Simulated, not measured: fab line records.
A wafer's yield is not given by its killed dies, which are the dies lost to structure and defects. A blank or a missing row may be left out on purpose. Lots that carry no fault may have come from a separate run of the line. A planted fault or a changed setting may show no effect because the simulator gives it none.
fab line records	flow berkeley-cmos170
[record] lots = 15	wafers = 45	last-day = 13
route steps=331 shown M2@274 V2@304
lots untouched by any fault: they come from a run of this same line in which no faults occurred
start-h: the number of hours between the record's first day and the start of the first shown wafer of the lot	wait-h: hours since the lot's step before	" repeats the value in the row above	L1.1+2: one row covering several wafers at once	- no value, or no start was given	* or withheld: withheld	< > ~ a bound
route shown NAME@n: names a module that has steps shown in the file, with the first one's number in the route	usual: mean/standard deviation of fault-free wafers	same: alike in all rows	chamber/n: place in a boat	sites: each site's reading	_std_site: the values' standard deviation	_edge_site: outer sites' mean less inner sites'	radius-mm: how far each site lies from the wafer's centre	mask NAME#n: copy n	behind: the most recent tool/chamber to have shaped the wafer	hold: reason for holding the lot/hours on hold/outcome of the hold	device: the transistor (n, p or np) that didn't switch	end of line: the route-end tests of the same wafers	a step with no rows: only its recipe	killed: at the first sort, the dies lost to defects and structure; wafer yield is something else	map: per-die view of a wafer (x killed, . not killed, _ where there is no die)
set.NAME: the setting as run; set.NAME@STEP: as run at that earlier step	model.NAME: the simulator's own value behind a step, which no gauge read
steps of the route over a sample of lots; a table a step, a row a wafer
services: a tool's chamber out of use, with start hour (start-h, from the record's first day; less than 0 if before it), hours out, and reason
[[steps]]
[step UCB170_M2_THK_MEAS_03]
[recipe] thk-meas-gauge = xrf	reads = Al_of_M2_SPUTTER_01
[usual] M2_AL_THK = 880/9.1
lot.wafer	tool	chamber	start-h	wait-h	M2_AL_THK[nm]
L268.1	film-metro-04	-	174.30	0.1	889
L268.2	"	-	"	"	870
L268.6	"	-	"	"	880
L271.1	film-metro-02	-	186.59	0.1	877
L271.2	"	-	"	"	886
L271.3	"	-	"	"	878
L270.4	film-metro-02	-	189.83	0.1	869
L270.5	"	-	"	"	882
L270.6	"	-	"	"	873
L272.1	film-metro-02	-	199.24	0.1	867
L272.2	"	-	"	"	870
L272.6	"	-	"	"	878
L273.2	film-metro-03	-	200.42	0.1	889
L273.4	"	-	"	"	886
L273.5	"	-	"	"	880
L276.3	film-metro-04	-	230.09	0.1	872
L276.4	"	-	"	"	881
L276.5	"	-	"	"	888
L281.1	film-metro-03	-	243.61	0.1	895
L281.3	"	-	"	"	885
L281.6	"	-	"	"	890
L282.1	film-metro-02	-	255.66	0.1	875
L282.3	"	-	"	"	881
L282.6	"	-	"	"	879
L284.3	film-metro-02	-	258.22	0.1	848
L284.5	"	-	"	"	871
L284.6	"	-	"	"	870
L285.1	film-metro-02	-	274.59	0.1	879
L285.2	"	-	"	"	868
L285.5	"	-	"	"	868
L286.1	film-metro-03	-	274.78	0.1	883
L286.2	"	-	"	"	882
L286.6	"	-	"	"	876
L287.1	film-metro-04	-	281.80	0.1	890
L287.4	"	-	"	"	894
L287.5	"	-	"	"	887
L288.1	film-metro-03	-	292.48	0.1	897
L288.2	"	-	"	"	902
L288.3	"	-	"	"	891
L291.3	film-metro-02	-	307.04	0.1	876
L291.4	"	-	"	"	877
L291.6	"	-	"	"	882
L289.1	film-metro-02	-	308.67	0.1	868
L289.3	"	-	"	"	886
L289.5	"	-	"	"	883
[step UCB170_V2_CD_MEAS_12]
[recipe] target-cd-nm = 700
[usual] cd-nm = 700.3/1.6
lot.wafer	tool	chamber	start-h	wait-h	cd-nm
L268.1	cd-sem-01	-	178.87	-	700.9
L268.2	"	-	"	"	701.8
L268.6	"	-	"	"	701.1
L271.1	cd-sem-01	-	190.98	-	698.8
L271.2	"	-	"	"	700.3
L271.3	"	-	"	"	700.5
L270.4	cd-sem-01	-	194.36	-	703.6
L270.5	"	-	"	"	703.1
L270.6	"	-	"	"	702.6
L272.1	cd-sem-02	-	203.25	-	697.5
L272.2	"	-	"	"	698.1
L272.6	"	-	"	"	698.8
L273.2	cd-sem-01	-	204.82	-	700.0
L273.4	"	-	"	"	700.3
L273.5	"	-	"	"	700.3
L276.3	cd-sem-02	-	235.02	-	700.1
L276.4	"	-	"	"	699.9
L276.5	"	-	"	"	699.8
L281.1	cd-sem-02	-	247.98	-	700.9
L281.3	"	-	"	"	700.7
L281.6	"	-	"	"	701.3
L282.1	cd-sem-01	-	261.57	-	702.7
L282.3	"	-	"	"	701.4
L282.6	"	-	"	"	703.0
L284.3	cd-sem-02	-	263.39	-	700.3
L284.5	"	-	"	"	701.0
L284.6	"	-	"	"	699.8
L285.1	cd-sem-01	-	279.13	-	702.2
L285.2	"	-	"	"	702.9
L285.5	"	-	"	"	703.2
L286.1	cd-sem-01	-	280.25	-	699.0
L286.2	"	-	"	"	699.2
L286.6	"	-	"	"	698.2
L287.1	cd-sem-02	-	287.14	-	699.4
L287.4	"	-	"	"	699.4
L287.5	"	-	"	"	701.1
L288.1	cd-sem-02	-	296.82	-	700.8
L288.2	"	-	"	"	702.7
L288.3	"	-	"	"	700.9
L291.3	cd-sem-01	-	311.23	-	699.2
L291.4	"	-	"	"	698.9
L291.6	"	-	"	"	699.2
L289.1	cd-sem-01	-	312.63	-	701.1
L289.3	"	-	"	"	700.9
L289.5	"	-	"	"	700.8
[step UCB170_V2_OVL_MEAS_13]
[usual] V2_OVL = 0/5
lot.wafer	tool	chamber	start-h	wait-h	V2_OVL[nm]
L268.1	overlay-01	-	178.99	0.1	-5
L268.2	"	-	"	"	10
L268.6	"	-	"	"	6
L271.1	overlay-02	-	191.10	0.1	8
L271.2	"	-	"	"	-1
L271.3	"	-	"	"	4
L270.4	overlay-01	-	194.44	0.1	-3
L270.5	"	-	"	"	4
L270.6	"	-	"	"	-3
L272.1	overlay-02	-	203.37	0.1	-5
L272.2	"	-	"	"	-3
L272.6	"	-	"	"	-15
L273.2	overlay-01	-	204.92	0.1	-4
L273.4	"	-	"	"	2
L273.5	"	-	"	"	-8
L276.3	overlay-01	-	235.11	0.1	3
L276.4	"	-	"	"	4
L276.5	"	-	"	"	1
L281.1	overlay-01	-	248.10	0.1	6
L281.3	"	-	"	"	0
L281.6	"	-	"	"	-6
L282.1	overlay-01	-	261.69	0.1	3
L282.3	"	-	"	"	12
L282.6	"	-	"	"	-5
L284.3	overlay-01	-	263.48	0.1	-2
L284.5	"	-	"	"	-7
L284.6	"	-	"	"	-4
L285.1	overlay-02	-	279.25	0.1	-3
L285.2	"	-	"	"	5
L285.5	"	-	"	"	1
L286.1	overlay-01	-	280.37	0.1	-6
L286.2	"	-	"	"	-3
L286.6	"	-	"	"	7
L287.1	overlay-01	-	287.26	0.1	-4
L287.4	"	-	"	"	0
L287.5	"	-	"	"	4
L288.1	overlay-02	-	296.94	0.1	0
L288.2	"	-	"	"	2
L288.3	"	-	"	"	-1
L291.3	overlay-02	-	311.32	0.1	6
L291.4	"	-	"	"	-2
L291.6	"	-	"	"	0
L289.1	overlay-01	-	312.75	0.1	-8
L289.3	"	-	"	"	-3
L289.5	"	-	"	"	-5
[step UCB170_V2_ETCH_14]
[recipe] chemistry = CHF3/CF4/Ar	target = SiO2	stop-on = Al	CHF3_flow_sccm = 45	cf4-flow-sccm = 15	Ar_flow_sccm = 150	pressure-mtorr = 200	rf-w = 700	target-depth-a = 12500	over-etch-frac = 0.25	time-s = 291
[usual] drypump-motor-current-A = 5.7/0.48	oes-product-au = 0.878/0.0092	run-length-s = 319.3/0.54	throttle-valve-pct = 6.97/0.097
lot.wafer	tool	chamber	start-h	wait-h	drypump-motor-current-A	oes-product-au	rf-hours-counter-h	run-length-s	throttle-valve-pct
L268.1	rie-diel-01	1	179.03	0.0	6.0	0.888	88	319.7	6.99
L268.2	"	3	"	"	6.0	0.861	83	318.2	7.03
L268.6	"	1	"	"	6.0	0.892	-	319.7	7.00
L271.1	rie-diel-01	0	191.13	0.0	6.1	0.888	113	319.4	6.73
L271.2	"	3	"	"	6.0	0.872	83	318.5	7.03
L271.3	"	1	"	"	6.0	0.889	88	319.7	6.98
L270.4	rie-diel-01	1	194.46	0.0	6.0	1.014	89	266.5	7.01
L270.5	"	3	"	"	6.0	0.998	-	265.4	7.05
L270.6	"	0	"	"	6.1	1.002	-	266.5	6.75
L272.1	rie-diel-01	1	203.41	0.0	6.0	1.018	89	267.2	7.00
L272.2	"	3	"	"	6.0	0.991	84	265.4	7.03
L272.6	"	3	"	"	6.0	0.990	-	265.4	7.05
L273.2	rie-diel-01	3	204.95	0.0	6.0	0.993	84	265.7	7.05
L273.4	"	0	"	"	6.1	1.013	113	266.7	6.73
L273.5	"	1	"	"	6.0	1.024	-	266.6	7.00
L276.3	rie-diel-02	0	235.14	0.0	5.9	0.889	16	319.7	7.11
L276.4	"	1	"	"	5.0	0.880	64	318.7	6.92
L276.5	"	2	"	"	5.2	0.874	-	319.3	7.02
L281.1	rie-diel-02	0	248.14	0.0	5.9	0.899	16	319.8	7.11
L281.3	"	3	"	"	5.8	0.886	6	318.6	7.01
L281.6	"	2	"	"	5.1	0.871	-	319.8	7.03
L282.1	rie-diel-03	0	261.73	0.0	4.7	0.878	117	319.6	7.10
L282.3	"	3	"	"	6.4	0.881	56	319.3	6.97
L282.6	"	0	"	"	4.7	0.872	-	319.4	7.09
L284.3	rie-diel-02	1	263.51	0.0	5.0	0.874	65	319.0	6.91
L284.5	"	0	"	"	5.8	0.886	-	319.2	7.10
L284.6	"	1	"	"	5.0	0.881	-	319.0	6.92
L285.1	rie-diel-03	2	279.29	0.0	6.1	0.880	32	319.0	6.95
L285.2	"	0	"	"	4.7	0.868	118	319.5	7.10
L285.5	"	3	"	"	6.4	0.874	-	319.3	6.95
L286.1	rie-diel-03	0	280.41	0.0	4.7	0.870	118	320.0	7.07
L286.2	"	1	"	"	5.2	0.872	13	320.0	6.98
L286.6	"	2	"	"	6.1	0.865	-	319.1	6.97
L287.1	rie-diel-01	1	287.30	0.0	6.0	0.896	93	319.8	7.00
L287.4	"	2	"	"	5.4	0.879	-	319.3	6.90
L287.5	"	3	"	"	6.0	0.868	-	318.2	7.04
L288.1	rie-diel-03	1	296.98	0.0	5.2	0.874	13	320.1	6.99
L288.2	"	0	"	"	4.7	0.869	119	319.3	7.08
L288.3	"	3	"	"	6.4	0.876	57	319.2	6.96
L291.3	rie-diel-01	2	311.35	0.0	5.5	0.874	100	319.5	6.89
L291.4	"	1	"	"	6.0	0.887	94	319.8	6.98
L291.6	"	3	"	"	6.0	0.872	-	318.2	7.03
L289.1	rie-diel-01	2	312.79	0.0	5.5	0.881	100	319.3	6.91
L289.3	"	1	"	"	6.0	0.890	94	319.5	7.00
L289.5	"	2	"	"	5.5	0.867	-	319.2	6.90
[step UCB170_V2_STRIP_15]
[recipe] chemistry = O2	power-w = 400	pressure-mtorr = 3500	platen-temp-c = withheld	o2-flow-sccm = 400	overash-fraction = 0.5
[usual] drypump-motor-current-A = 6.0/0.45	o2-flow-sccm = 400.0/1.1	oes-product-au = 0.722/0.0042	strip-time-to-endpoint-s = 15.37/0.12
lot.wafer	tool	chamber	start-h	wait-h	drypump-motor-current-A	o2-flow-sccm	oes-product-au	rf-hours-counter-h	strip-time-to-endpoint-s
L268.1	plasma-asher-03	1	179.21	0.1	6.2	401.0	0.724	7	15.29
L268.2	"	0	"	"	5.9	400.1	0.725	7	15.27
L268.6	"	1	"	"	6.1	400.8	0.717	-	15.33
L271.1	plasma-asher-02	1	191.31	0.1	6.1	400.9	0.727	48	15.42
L271.2	"	0	"	"	6.7	400.5	0.718	48	15.40
L271.3	"	0	"	"	6.7	402.0	0.718	-	15.28
L270.4	plasma-asher-02	0	194.67	0.1	6.7	401.2	0.721	-	16.40
L270.5	"	1	"	"	6.1	398.3	0.719	-	16.50
L270.6	"	0	"	"	6.7	400.2	0.727	-	16.42
L272.1	plasma-asher-03	0	203.59	0.1	5.8	399.6	0.723	9	16.48
L272.2	"	1	"	"	6.2	399.0	0.719	9	16.57
L272.6	"	1	"	"	6.1	400.0	0.720	-	16.59
L273.2	plasma-asher-03	0	205.13	0.1	5.8	401.4	0.713	9	16.46
L273.4	"	0	"	"	5.9	401.4	0.727	-	16.46
L273.5	"	1	"	"	6.2	398.9	0.731	-	16.45
L276.3	plasma-asher-02	1	235.35	0.1	6.0	399.7	0.718	-	15.45
L276.4	"	0	"	"	6.7	399.6	0.721	-	15.42
L276.5	"	0	"	"	6.7	399.1	0.718	-	15.57
L281.1	plasma-asher-01	1	248.32	0.1	5.2	400.2	0.720	45	15.33
L281.3	"	1	"	"	5.2	401.6	0.716	-	15.25
L281.6	"	0	"	"	5.6	401.3	0.721	-	15.40
L282.1	plasma-asher-03	1	261.91	0.1	6.2	399.8	0.723	16	15.28
L282.3	"	1	"	"	6.2	401.4	0.725	-	15.52
L282.6	"	0	"	"	5.8	399.7	0.720	-	15.24
L284.3	plasma-asher-03	0	263.72	0.1	5.8	398.6	0.723	-	15.42
L284.5	"	0	"	"	5.9	400.1	0.720	-	15.29
L284.6	"	1	"	"	6.2	399.4	0.728	-	15.53
L285.1	plasma-asher-02	1	279.47	0.1	6.1	400.5	0.718	56	15.24
L285.2	"	0	"	"	6.7	398.8	0.721	56	15.34
L285.5	"	1	"	"	6.1	403.2	0.724	-	15.61
L286.1	plasma-asher-01	0	280.59	0.1	5.7	399.4	0.723	48	15.29
L286.2	"	1	"	"	5.2	400.7	0.729	48	15.51
L286.6	"	1	"	"	5.2	398.2	0.722	-	15.07
L287.1	plasma-asher-01	1	287.48	0.1	5.2	400.0	0.715	49	15.33
L287.4	"	1	"	"	5.2	400.5	0.724	-	15.43
L287.5	"	0	"	"	5.7	399.9	0.718	-	15.30
L288.1	plasma-asher-01	1	297.16	0.1	5.2	400.8	0.731	50	15.42
L288.2	"	0	"	"	5.7	400.1	0.723	50	15.20
L288.3	"	1	"	"	5.2	400.6	0.724	-	15.41
L291.3	plasma-asher-02	0	311.56	0.1	6.7	399.8	0.722	-	15.36
L291.4	"	1	"	"	6.1	400.7	0.716	-	15.27
L291.6	"	1	"	"	6.1	401.6	0.722	-	15.41
L289.1	plasma-asher-03	0	312.96	0.1	5.8	398.3	0.724	21	15.49
L289.3	"	1	"	"	6.2	400.0	0.726	-	15.22
L289.5	"	1	"	"	6.2	400.8	0.720	-	15.45
[[services]]
tool	chamber	start-h	hours	kind
rie-diel-03	-	190.23	2.0	repair
rie-diel-02	2	205.61	3.8	repair
rie-diel-03	-	239.31	0.2	repair
rie-diel-01	-	247.67	0.4	repair
rie-diel-02	1	260.36	2.8	repair
rie-diel-03	-	269.70	0.4	repair
rie-diel-02	3	272.13	3.3	repair
rie-diel-01	0	287.04	6.3	repair
rie-diel-01	3	295.33	8.3	repair
[[key]]
[first-sign] step = UCB170_V2_ETCH_14	reading = run-length-s	direction = down	sigmas = 98	usual = *	struck = *
[effect] step = UCB170_V2_ETCH_14	reading = oes-product-au	direction = up	sigmas = 14	usual = 0.878	struck = 1.005
[effect] step = UCB170_V2_STRIP_15	reading = strip-time-to-endpoint-s	direction = up	sigmas = 9.5	usual = *	struck = *
met-at UCB170_V2_ETCH_14
struck-lots L270,L272,L273
later-rows-left-out L272.2,L272.6,L273.2
sort-left-out L270.4,L270.5,L270.6,L272.1,L272.2,L272.6,L273.2,L273.4,L273.5
not-acting-at UCB170_M2_THK_MEAS_03,UCB170_V2_CD_MEAS_12,UCB170_V2_OVL_MEAS_13
onset-between 191.13 194.46
[fault] kind = process-parameter-drift	tool = rie-diel-01	chamber = -	onset-h = 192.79	steps = UCB170_V2_ETCH_14	channel = time-s	offset = *	shape = step	end-h = 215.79	acts-in = *	stated = *
// sort-left-out: the simulated sort isn't trusted on such a fault, so these wafers' sort isn't shown, and their yield isn't known
// later-rows-left-out: the simulator's readings of these wafers behind a module that went badly wrong aren't trusted and aren't shown, but for the sort
